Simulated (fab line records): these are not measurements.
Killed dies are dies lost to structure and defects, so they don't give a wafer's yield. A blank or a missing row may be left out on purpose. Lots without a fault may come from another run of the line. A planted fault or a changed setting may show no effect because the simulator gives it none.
Which tool is to blame? | flow berkeleyCmos170 | Sampling: 13 lots, 39 wafers, 7 of 331 route steps

== WHAT THE GAUGES SHOWED, per wafer ==
UCB170_PLDD_TW_MEAS_11.
lot  | measured     | on           | PLDD_TW
L995 | day 6 00:40  | filmMetro-04 | 1014 1023 1022
L996 | day 6 07:58  | filmMetro-01 | 990 991 993
L997 | day 6 08:14  | filmMetro-01 | 994 999 993
L998 | day 7 03:09  | filmMetro-03 | 1007 1004 1009
L999 | day 7 02:47  | filmMetro-04 | 1013 1014 1008
L100 | day 7 02:55  | filmMetro-04 | 1005 1009 1009
L101 | day 7 16:07  | filmMetro-03 | 1011 1006 1009
L102 | day 7 15:20  | filmMetro-04 | 1010 1010 1010
L103 | day 7 23:26  | filmMetro-03 | 1004 1009 1003
L109 | day 9 10:06  | filmMetro-04 | 1034 1035 1038
L111 | day 9 19:25  | filmMetro-04 | 1046 1042 1041 1040 1040 1037
L114 | day 9 23:53  | filmMetro-03 | 1038 1037 1041
L118 | day 11 00:30 | filmMetro-03 | 1009 1006 1009

UCB170_NLDD_OVL_MEAS_07.
lot  | measured     | on         | NLDD_OVL (nm)
L995 | day 6 05:20  | overlay-01 | -4 -2 -4
L996 | day 6 09:29  | overlay-02 | -2 -4 -5
L997 | day 6 09:41  | overlay-01 | -2 -2 -8
L998 | day 7 05:22  | overlay-01 | -8 -14 -13
L999 | day 7 04:53  | overlay-02 | 0 0 -3
L100 | day 7 05:18  | overlay-02 | -3 -6 -3
L101 | day 7 17:35  | overlay-02 | -2 -1 -6
L102 | day 7 16:32  | overlay-01 | -1 -12 -5
L103 | day 8 01:02  | overlay-02 | -1 2 3
L109 | day 9 11:44  | overlay-01 | 1 -8 -12
L111 | day 9 21:07  | overlay-01 | -9 -16 -17
L114 | day 10 02:23 | overlay-01 | -4 -3 -3
L118 | day 11 01:50 | overlay-02 | -11 -9 -7

UCB170_SDANNEAL_RS_MEAS_03: measurement is done with a four-point probe.
lot  | measured     | on           | NSD_RS (ohm/sq)
L995 | day 6 15:12  | filmMetro-04 | 37.27 37.26 37.27
L996 | day 6 18:37  | filmMetro-04 | 37.22 37.20 37.18
L997 | day 6 19:08  | filmMetro-03 | 37.06 37.20 37.22
L998 | day 7 16:21  | filmMetro-03 | 37.39 37.44 37.30
L999 | day 7 15:45  | filmMetro-03 | 37.09 37.11 37.15
L100 | day 7 15:56  | filmMetro-04 | 37.17 37.19 37.17
L101 | day 8 02:16  | filmMetro-04 | 37.38 37.35 37.35
L102 | day 8 02:27  | filmMetro-03 | 37.29 37.20 37.27
L103 | day 8 11:13  | filmMetro-04 | 37.15 37.11 37.16
L109 | day 9 20:14  | filmMetro-01 | 37.14 37.14 37.16
L111 | day 10 12:16 | filmMetro-01 | 37.29 37.26 37.26
L114 | day 10 13:09 | filmMetro-04 | 37.27 37.31 37.37
L118 | day 11 16:54 | filmMetro-04 | 37.43 37.33 37.35

UCB170_SDANNEAL_RS_MEAS_04: measurement is done with a four-point probe.
lot  | measured     | on           | PLDD_RS (ohm/sq)
L995 | day 6 15:19  | filmMetro-04 | 1032.2 1027.2 1029.9
L996 | day 6 18:44  | filmMetro-04 | 1035.3 1034.9 1037.0
L997 | day 6 19:15  | filmMetro-03 | 1026.5 1028.5 1028.6
L998 | day 7 16:28  | filmMetro-03 | 1033.0 1032.9 1032.8
L999 | day 7 15:52  | filmMetro-03 | 1032.8 1029.0 1031.2
L100 | day 7 16:03  | filmMetro-04 | 1038.2 1039.7 1036.3
L101 | day 8 02:23  | filmMetro-04 | 1026.7 1030.2 1028.1
L102 | day 8 02:34  | filmMetro-03 | 1030.3 1034.0 1030.6
L103 | day 8 11:20  | filmMetro-04 | 1035.4 1034.0 1036.0
L109 | day 9 20:22  | filmMetro-01 | 970.8 971.9 973.5 971.1 971.0 970.4
L111 | day 10 12:23 | filmMetro-01 | 970.5 971.2 969.6 970.3 970.0 969.9
L114 | day 10 13:16 | filmMetro-04 | 972.8 975.2 973.8 971.9 973.9 973.8
L118 | day 11 17:01 | filmMetro-04 | 1034.7 1035.7 1032.7

UCB170_SDANNEAL_RS_MEAS_05: measurement is done with a four-point probe.
lot  | measured     | on           | NLDD_RS (ohm/sq)
L995 | day 6 15:26  | filmMetro-04 | 617.4 615.5 615.0
L996 | day 6 18:52  | filmMetro-04 | 616.7 614.5 616.8
L997 | day 6 19:22  | filmMetro-03 | 614.8 613.9 615.8
L998 | day 7 16:35  | filmMetro-03 | 615.3 616.3 616.9
L999 | day 7 15:59  | filmMetro-03 | 616.6 616.7 615.2
L100 | day 7 16:10  | filmMetro-04 | 618.4 617.2 616.6
L101 | day 8 02:31  | filmMetro-04 | 617.7 618.5 618.1
L102 | day 8 02:41  | filmMetro-03 | 617.2 617.5 616.0
L103 | day 8 11:28  | filmMetro-04 | 617.8 618.7 617.8
L109 | day 10 06:23 | filmMetro-01 | 617.8 617.3 617.2
L111 | day 10 16:04 | filmMetro-01 | 617.8 618.4 618.1
L114 | day 10 15:44 | filmMetro-04 | 617.1 617.9 618.6
L118 | day 11 17:08 | filmMetro-04 | 616.7 617.8 616.6

== WHICH TOOL RAN EACH LOT (tool, then ch and the chambers of the sampled wafers, then the start) ==
lot  | UCB170_NWELL_ETCH_13             | UCB170_PLDD_IMPLANT_08
L995 | rieDiel-01 ch 0,1,3, day 2 08:34 | implanter-04 ch 0, day 6 00:16
L996 | rieDiel-01 ch 0,1,3, day 2 15:00 | implanter-04 ch 0, day 6 07:35
L997 | rieDiel-04 ch 1,3, day 2 15:11   | implanter-01 ch 0, day 6 07:50
L998 | rieDiel-01 ch 1,2, day 2 19:16   | implanter-03 ch 0, day 7 02:47
L999 | rieDiel-02 ch 0,1, day 3 01:53   | implanter-04 ch 0, day 7 02:23
L100 | rieDiel-04 ch 0,1,3, day 3 05:22 | implanter-01 ch 0, day 7 02:31
L101 | rieDiel-04 ch 2,3, day 3 13:54   | implanter-04 ch 0, day 7 15:41
L102 | rieDiel-04 ch 0,1,3, day 3 17:55 | implanter-01 ch 0, day 7 14:56
L103 | rieDiel-02 ch 0,3, day 3 23:04   | implanter-01 ch 0, day 7 23:02
L109 | rieDiel-01 ch 0,2,3, day 5 05:38 | implanter-04 ch 0, day 9 09:42
L111 | rieDiel-02 ch 0,2, day 5 13:18   | implanter-04 ch 0, day 9 19:02
L114 | rieDiel-04 ch 0,1,2, day 6 15:56 | implanter-04 ch 0, day 9 23:29
L118 | rieDiel-01 ch 2,3, day 7 02:13   | implanter-01 ch 0, day 11 00:06
- UCB170_NWELL_ETCH_13: etches Si3N4 in CH3F/Ar/O2, stops on SiO2, target depth 246.4 nm, time 154 s.
- UCB170_PLDD_IMPLANT_08

== WHAT THE TOOLS THEMSELVES READ (means of the sampled wafers that have a number; where no wafer has one, the mark that the record gives instead) ==
UCB170_NWELL_ETCH_13.
lot  | tool       | drypumpMotorCurrentA (A) | oesProductAu (a.u.) | rfFwdPowerW (W) | throttleValvePct (%)
L995 | rieDiel-01 | 5.8                      | 0.920               | 447.6           | 8.06
L996 | rieDiel-01 | 5.8                      | 0.932               | 447.8           | 8.07
L997 | rieDiel-04 | 5.7                      | 0.958               | 447.4           | 8.13
L998 | rieDiel-01 | 5.9                      | 0.936               | 446.1           | 7.98
L999 | rieDiel-02 | 5.6                      | 0.948               | 448.8           | 8.27
L100 | rieDiel-04 | 5.7                      | 0.944               | 447.7           | 8.10
L101 | rieDiel-04 | 5.9                      | 0.947               | 447.4           | 8.12
L102 | rieDiel-04 | 5.8                      | 0.945               | 446.2           | 8.10
L103 | rieDiel-02 | 5.8                      | 0.965               | 448.8           | 8.20
L109 | rieDiel-01 | 5.4                      | 0.931               | 447.7           | 8.10
L111 | rieDiel-02 | 5.4                      | 0.956               | 447.7           | 7.91
L114 | rieDiel-04 | 5.9                      | 0.928               | 447.4           | 8.07
L118 | rieDiel-01 | 5.3                      | 0.948               | 447.3           | 8.08

UCB170_PLDD_IMPLANT_08.
lot  | tool         | beamOnS (s) | doseIonsCm2
L995 | implanter-04 | 10.9        | 5e+13
L996 | implanter-04 | 10.8        | 5e+13
L997 | implanter-01 | 10.1        | 5e+13
L998 | implanter-03 | 10.0        | 5e+13
L999 | implanter-04 | 10.9        | 5e+13
L100 | implanter-01 | 10.0        | 5e+13
L101 | implanter-04 | 10.8        | 5e+13
L102 | implanter-01 | 10.2        | 5e+13
L103 | implanter-01 | 10.1        | 5e+13
L109 | implanter-04 | 12.3        | 6e+13
L111 | implanter-04 | 12.6        | 6e+13
L114 | implanter-04 | 12.7        | 6e+13
L118 | implanter-01 | 9.8         | 5e+13

== THE ANSWER, worked out from the rows above alone ==
Rule: the usual values come from the lots themselves. Put in order of their means at a reading, lots are off if they are a third of the lots or fewer, leave a main group of 4 or more, and stand apart from it by a gap of 3 or more times the standard deviation of the main group's means; of several such gaps the widest counts. Not used: any main group whose means are identical at the precision the tables above print for the reading. Also off: a lot with no number at a reading for which 4 or more lots have one. The other lots that the step has rows for count as sound. After the gauges, taken in route order, come the tools' own readings; for these a lot's mean is taken, as printed above. The first step at which some lot is off is used, and at that step the reading that is off furthest; a lot without a number counts as furthest.
Off: L109, L111, L114, at UCB170_SDANNEAL_RS_MEAS_04 (PLDD_RS). Main group: mean 1032.5 ohm/sq, sd 3.2.
If a tool, at a process step before that reading, ran all the lots that are off and no sound lot after the first of them, it fits. Not tried: the gauges at UCB170_SDANNEAL_RS_MEAS_04; whatever is off there is also off at UCB170_PLDD_IMPLANT_08, on other tools, and gauge error can't account for it. One fits: UCB170_PLDD_IMPLANT_08 on implanter-04. A fault onset in the window from L101 (day 7 15:41, its last sound lot) to L109 (day 9 09:42, its first lot off) fits.
The tool's own readings at UCB170_PLDD_IMPLANT_08 bear it out: on the lots that are off they differ by more than 5 times the standard deviation of the sound lots' means. beamOnS reads 12.5 s there against 10.4 s on the sound lots; doseIonsCm2 reads 6e+13 there against 5e+13 on the sound lots.

== WHAT THE SIMULATOR HAD INSERTED ==
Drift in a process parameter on implanter-04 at UCB170_PLDD_IMPLANT_08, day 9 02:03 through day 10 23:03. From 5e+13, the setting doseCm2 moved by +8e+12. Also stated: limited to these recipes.
Shown lots that were struck: L109, L111, L114. The rule above reached the same finding.
